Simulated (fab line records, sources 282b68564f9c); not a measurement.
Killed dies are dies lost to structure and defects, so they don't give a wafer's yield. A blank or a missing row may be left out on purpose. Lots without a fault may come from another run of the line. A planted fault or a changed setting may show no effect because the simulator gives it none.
One fault seen from 2 desks | flow rit_cmos | each desk has only its own numbers; what lay behind them comes last

THE METROLOGY DESK
What the gauges read, lot by lot, whatever tool the lot ran on: means of the sampled wafers that have a number. A lot is out of limits, marked OUT, if its mean lies more than 4 standard deviations from the usual mean; the brackets give that distance.
Columns: A = ACTIVE_OXIDE_THK at RIT_ACTIVE_THK_MEAS_02, usual 46.7 nm; B = FOX1_OXIDE_THK at RIT_FOX1_THK_MEAS_01, usual 350 nm; C = NWELL_OVL at RIT_NWELL_OVL_MEAS_06, usual 0.5 nm
lot  | first seen here | A               | B   | C
L706 | day 1 12:03     | 46.1            | 347 | -0.2
L708 | day 1 22:05     | 46.3            | 346 | 0.4
L709 | day 2 03:03     | 44.3            | 341 | 0.9
L710 | day 2 09:08     | 47.0            | 350 | 2.1
L712 | day 2 18:20     | 44.3            | 343 | 1.2
L713 | day 3 00:10     | 47.2            | 352 | 1.1
L714 | day 3 04:04     | 48.6            | 357 | 1.3
L716 | day 3 15:25     | 46.8            | 348 | 2.9
L722 | day 4 21:44     | 53.6 (+5.3) OUT | 351 | -0.1
L723 | day 5 01:15     | 48.1            | 343 | 0.4
L724 | day 5 07:18     | 53.1 (+4.9) OUT | 349 | 2.8
L727 | day 5 21:10     | 47.0            | 351 | -1.9
L728 | day 6 03:10     | 47.1            | 349 | 0.7
L729 | day 6 07:38     | 46.2            | 350 | 0.0
This desk's finding: out of limits on L722, L724; first on L722, day 4 21:44 (ACTIVE_OXIDE_THK at RIT_ACTIVE_THK_MEAS_02). In limits: L706, L708, L709, L710, L712, L713, L714, L716, L723, L727, L728, L729.

THE TOOL OWNER'S DESK: furnace-01
The tool's own readings at RIT_ACTIVE_OXIDATION_01 (target thk 46.8 nm, ox time 3360 s): means of the sampled wafers that have a number, for each lot that ran on this tool. A lot is out of limits, marked OUT, if its mean lies more than 4 standard deviations from the usual mean; the brackets give that distance.
Columns: A = spike_tc_centre_C at RIT_ACTIVE_OXIDATION_01, usual 1002.1 C; B = spike_tc_load_C at RIT_ACTIVE_OXIDATION_01, usual 1025 C; C = spike_tc_source_C at RIT_ACTIVE_OXIDATION_01, usual 1023.0 C
lot  | first seen here | A                | B    | C
L706 | day 1 10:07     | 1001.4           | 1020 | 1021.2
L708 | day 1 20:08     | 1001.6           | 1020 | 1018.7
L710 | day 2 07:11     | 1002.7           | 1021 | 1020.3
L716 | day 3 13:28     | 1002.4           | 1020 | 1020.4
L722 | day 4 19:49     | 1015.2 (+13) OUT | 1034 | 1033.3
L724 | day 5 05:21     | 1014.4 (+12) OUT | 1033 | 1033.3
This desk's finding: out of limits on L722, L724; first on L722, day 4 19:49 (spike_tc_centre_C at RIT_ACTIVE_OXIDATION_01). In limits: L706, L708, L710, L716.

PUT TOGETHER
The tool owner's desk could have raised an alarm at day 4 19:49, on L722, L724.
The metrology desk could have raised an alarm at day 4 21:44, on L722, L724.
Of the lots named, all ran RIT_ACTIVE_OXIDATION_01 on furnace-01.

WHAT THE SIMULATOR HAD PUT IN
Process parameter drift: furnace-01, from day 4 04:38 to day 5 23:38, at RIT_ACTIVE_OXIDATION_01. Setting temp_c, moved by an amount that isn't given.
Lots struck among those shown: L722, L724.
Hours from the fault's start to each desk's first reading out of limits: the tool owner's desk, 15; the metrology desk, 17.
